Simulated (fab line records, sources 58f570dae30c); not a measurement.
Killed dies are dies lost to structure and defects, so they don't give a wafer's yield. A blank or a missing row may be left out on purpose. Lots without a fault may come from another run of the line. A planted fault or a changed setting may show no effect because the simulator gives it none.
A struck lot beside a sound one | flow berkeley_cmos170 | 33 steps out of a route of 331
Sound: wafers L678.2, L678.4, L678.6. Struck: wafers L661.1, L661.3, L661.4. The cause comes at the end.
At each step with rows: each side's tool, then ch and its chambers, then its first start. Under that, the readings that differ: sound wafers | struck wafers | difference of the means | sigmas: that difference in standard deviations of wafers without a fault.
alike: readings whose means differ by less than 2 such deviations, and words and numbers that are the same on both sides. not compared: withheld readings, readings that some wafer has no value for, bounds like >300 that may hide the same value, and numbers for which the record gives no deviation and whose values overlap.
The two part at a step that has a row with sigmas, a row that says differs or no value, or rows on one side only. Numbers that don't overlap but have no deviation are shown without sigmas and don't part them. A reading that every wafer of one side lacks parts them only if that side has two wafers or more.

first, 6 steps without rows for these wafers: UCB170_SDANNEAL_RTA_01 (time 5 s); UCB170_SILICIDE_PRE_CLEAN_00 (preclean etch time 60 s); UCB170_SILICIDE_SPUTTER_01 (material Ti, target thk 30 nm, time 25 s); UCB170_SILICIDE_RTA_04 (time 15 s); UCB170_SILICIDE_WET_ETCH_05 (etches Ti in SPM, time 45 s); UCB170_CONTACT_CLEAN_00 (cleans in SPM, time 600 s).
UCB170_CONTACT_CVD_01: deposits PSG from SiH4/O2/PH3, target thk 700 nm, time 2820 s.
  sound on lpcvd-01 ch 0, day 11 15:59; struck on lpcvd-01 ch 1, day 7 07:34
  reading                                 | sound                | struck               | difference | sigmas
  spike_tc_centre_C (C)                   | 452.8 453.5 453.6    | 464.2 463.3 462.9    | +10.2      | +8
  spike_tc_load_C (C)                     | 469.7 468.3 470.9    | 480.5 480.2 483.1    | +11.6      | +7
  spike_tc_source_C (C)                   | 467.5 468.8 468.1    | 481.2 479.5 479.7    | +12.0      | +10
  susceptor_temp_C (C)                    | 450.13 450.08 450.22 | 461.42 461.44 461.42 | +11.28     | +51
  model.PSG_of_CONTACT_CVD_01.thk_nm (nm) | 691.1 691.4 688.9    | 762.1 762.3 766.3    | +73.1      |
  alike: zone_power_source_pct
UCB170_CONTACT_THK_MEAS_02:
  sound on film_metro-02, day 11 17:49; struck on film_metro-02, day 7 09:21
  reading              | sound       | struck      | difference | sigmas
  CONTACT_PSG_THK (nm) | 691 691 689 | 762 763 767 | +74        | +10
then, 13 steps without rows for these wafers: UCB170_CONTACT_HMDS_03 (prime time 60 s); UCB170_CONTACT_COAT_04 (resist thk 900 nm); UCB170_CONTACT_SOFTBAKE_05 (time 60 s); UCB170_CONTACT_STRIP_06 (strips in O2); UCB170_CONTACT_CLEAN_07 (cleans in SPM, time 600 s); UCB170_CONTACT_RTA_08 (time 10 s); UCB170_CONTACT_COAT_09; UCB170_CONTACT_COAT_10 (resist thk 900 nm); UCB170_CONTACT_SOFTBAKE_11 (time 60 s); UCB170_CONTACT_EXPOSE_12 (exposes mask CONT, target cd 700 nm); UCB170_CONTACT_PEB_13; UCB170_CONTACT_DEVELOP_14 (develop time 45 s); UCB170_CONTACT_ETCH_17 (etches BARC in N2/H2).
UCB170_CONTACT_ETCH_18: etches PSG in CHF3/CF4/Ar, stops on TiSi2, target depth 840 nm, time 195 s.
  sound on rie_diel-02 ch 0,1,2; struck on rie_diel-03 ch 0,1,2
  reading                             | sound             | struck            | difference | sigmas
  oes_product_au (a.u.)               | 0.896 0.916 0.879 | 0.956 0.946 0.955 | +0.055     | +4
  model.etch.depth_nm (nm)            | 691.1 691.4 688.9 | 762.1 762.3 766.3 | +73.1      |
  model.CONTACT.feature_depth_nm (nm) | 691.1 691.4 688.9 | 762.1 762.3 766.3 | +73.1      |
  alike: drypump_motor_current_A, throttle_valve_pct
  not compared: rf_hours_counter_h
then, 9 steps without rows for these wafers: UCB170_CONTACT_STRIP_19 (strips in O2); UCB170_CONTACT_CLEAN_20 (cleans in SPM, time 600 s); UCB170_M1_SPUTTER_00 (material Al, target thk 600 nm, time 80 s); UCB170_M1_COAT_03; UCB170_M1_COAT_04 (resist thk 900 nm); UCB170_M1_SOFTBAKE_05 (time 60 s); UCB170_M1_EXPOSE_06 (exposes mask METAL1, target cd 700 nm); UCB170_M1_PEB_07; UCB170_M1_DEVELOP_08 (develop time 45 s).
UCB170_M1_METAL_ETCH_12: etches Al in Cl2/BCl3, stops on PSG, target depth 780 nm, time 130 s.
  sound on rie_metal-04 ch 0,1, day 12 04:04; struck on rie_metal-02 ch 0,1, day 7 14:20
  reading                                 | sound             | struck            | difference | sigmas
  model.PSG_of_CONTACT_CVD_01.thk_nm (nm) | 651.2 654.3 649.5 | 725.1 725.6 729.2 | +75.0      |
  alike: drypump_motor_current_A, oes_product_au, throttle_valve_pct
  not compared: rf_hours_counter_h
UCB170_M3_PROBE_99:
  sound on prober-02, day 12 19:47; struck on prober-01, day 8 07:35
  reading                                    | sound                        | struck                        | difference | sigmas
  model.etest.field_p_metal.vt_v (V)         | -59.02 -60.01 -59.49         | -62.58 -62.87 -63.4           | -3.44      |
  model.etest.field_n_metal.vt_v (V)         | 52.2 52.93 52.58             | 55.48 55.62 56.29             | +3.23      |
  model.etest.antenna_contact.vt_shift_v (V) | -0.01183 -0.009691 -0.009907 | -0.006379 -0.002995 -0.006203 | +0.005284  |

WHERE THEY PART
First at UCB170_CONTACT_CVD_01; last, within this record, at UCB170_CONTACT_ETCH_18. Later steps at which nothing parts them and some readings are alike: UCB170_M1_METAL_ETCH_12.

WHY: what the simulator had put in
Process parameter drift: lpcvd-01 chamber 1, from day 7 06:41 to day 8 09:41, at UCB170_CONTACT_CVD_01. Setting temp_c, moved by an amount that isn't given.
